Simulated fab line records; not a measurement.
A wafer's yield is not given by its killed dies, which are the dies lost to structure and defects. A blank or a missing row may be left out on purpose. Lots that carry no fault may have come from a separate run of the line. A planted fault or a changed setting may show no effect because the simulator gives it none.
Tool commonality check + flow rit_cmos + Sample size 15 lots and 45 wafers

## THE REASON FOR OPENING IT
RIT_ACTIVE_THK_MEAS_02, reading ACTIVE_OXIDE_THK: flagged on 3 of 15 lots. No-fault wafers: 46.8 nm, standard deviation 0.83.
Rule: a lot is flagged when every wafer of it that has a number lies more than 4 standard deviations from that mean, or none has a number. The rest of the lots are taken to be sound.

| lot  | measured    | on            | ACTIVE_OXIDE_THK (nm), wafer by wafer | flag    |
|------|-------------|---------------|---------------------------------------|---------|
| L733 | day 1 12:47 | film_metro-02 | 48.9 48.7 48.7                        |         |
| L734 | day 1 17:03 | film_metro-01 | 46.4 46.4 46.8                        |         |
| L735 | day 1 22:03 | film_metro-04 | 46.0 47.0 45.9                        |         |
| L737 | day 2 10:13 | film_metro-02 | 77.1 75.4 76.4                        | FLAGGED |
| L738 | day 2 14:05 | film_metro-01 | 46.0 46.0 45.7                        |         |
| L740 | day 2 23:59 | film_metro-04 | 46.9 46.9 46.5                        |         |
| L743 | day 3 17:16 | film_metro-01 | 45.4 45.5 46.0                        |         |
| L745 | day 4 02:09 | film_metro-01 | 71.9 72.8 71.9                        | FLAGGED |
| L747 | day 4 13:27 | film_metro-01 | 73.5 73.1 72.7                        | FLAGGED |
| L750 | day 5 01:38 | film_metro-01 | 47.3 47.1 47.4                        |         |
| L751 | day 5 06:04 | film_metro-01 | 46.8 46.7 46.6                        |         |
| L752 | day 5 11:17 | film_metro-01 | 45.9 46.1 46.2                        |         |
| L753 | day 5 16:46 | film_metro-01 | 46.8 47.0 47.2                        |         |
| L754 | day 5 21:03 | film_metro-01 | 46.6 46.6 46.9                        |         |
| L756 | day 6 07:14 | film_metro-01 | 47.8 47.9 48.1                        |         |
On average the flagged lots' numbers are 73.9 nm, which is +27.1 nm against the usual, or +33 standard deviations.

## WHICH TOOL EACH LOT WENT THROUGH
The record holds 1 process step before the reading, out of a route of 202 steps. In each cell: the tool, then ch and the chambers that the sampled wafers went through, then the start.
| lot  | flag    | RIT_ACTIVE_OXIDATION_01      |
|------|---------|------------------------------|
| L733 |         | furnace-04 ch 0, day 1 10:52 |
| L734 |         | furnace-03 ch 0, day 1 15:07 |
| L735 |         | furnace-04 ch 0, day 1 20:07 |
| L737 | FLAGGED | furnace-03 ch 0, day 2 06:07 |
| L738 |         | furnace-01 ch 0, day 2 12:08 |
| L740 |         | furnace-04 ch 0, day 2 22:03 |
| L743 |         | furnace-04 ch 0, day 3 15:20 |
| L745 | FLAGGED | furnace-04 ch 0, day 3 22:07 |
| L747 | FLAGGED | furnace-04 ch 0, day 4 08:14 |
| L750 |         | furnace-03 ch 0, day 4 23:41 |
| L751 |         | furnace-04 ch 0, day 5 04:07 |
| L752 |         | furnace-01 ch 0, day 5 09:19 |
| L753 |         | furnace-01 ch 0, day 5 14:50 |
| L754 |         | furnace-04 ch 0, day 5 19:07 |
| L756 |         | furnace-04 ch 0, day 6 05:17 |
These steps, and what they do:
- RIT_ACTIVE_OXIDATION_01: target thk 46.8 nm, ox time 3360 s.
- RIT_ACTIVE_THK_MEAS_02

## FLAGGED AGAINST TOTAL, ONE TOOL AT A TIME (gauges that did the reading follow at the end)
| step                    | tool          | lots run | flagged | share of the flagged lots | sound lots run after its first flagged lot |
|-------------------------|---------------|----------|---------|---------------------------|--------------------------------------------|
| RIT_ACTIVE_OXIDATION_01 | furnace-01    | 3        | 0       | none                      | -                                          |
| RIT_ACTIVE_OXIDATION_01 | furnace-03    | 3        | 1       | some                      | 1 (L750)                                   |
| RIT_ACTIVE_OXIDATION_01 | furnace-04    | 9        | 2       | some                      | 3 (L751,L754,L756)                         |
| RIT_ACTIVE_THK_MEAS_02  | film_metro-01 | 11       | 2       | some                      | 6 (L750,L751,L752,L753,L754,L756)          |
| RIT_ACTIVE_THK_MEAS_02  | film_metro-02 | 2        | 1       | some                      | 0                                          |
| RIT_ACTIVE_THK_MEAS_02  | film_metro-04 | 2        | 0       | none                      | -                                          |

## THE TABLE: WHAT IT ALLOWS
No row of the table ran every flagged lot.

## WHAT THE SIMULATOR HAD INSERTED
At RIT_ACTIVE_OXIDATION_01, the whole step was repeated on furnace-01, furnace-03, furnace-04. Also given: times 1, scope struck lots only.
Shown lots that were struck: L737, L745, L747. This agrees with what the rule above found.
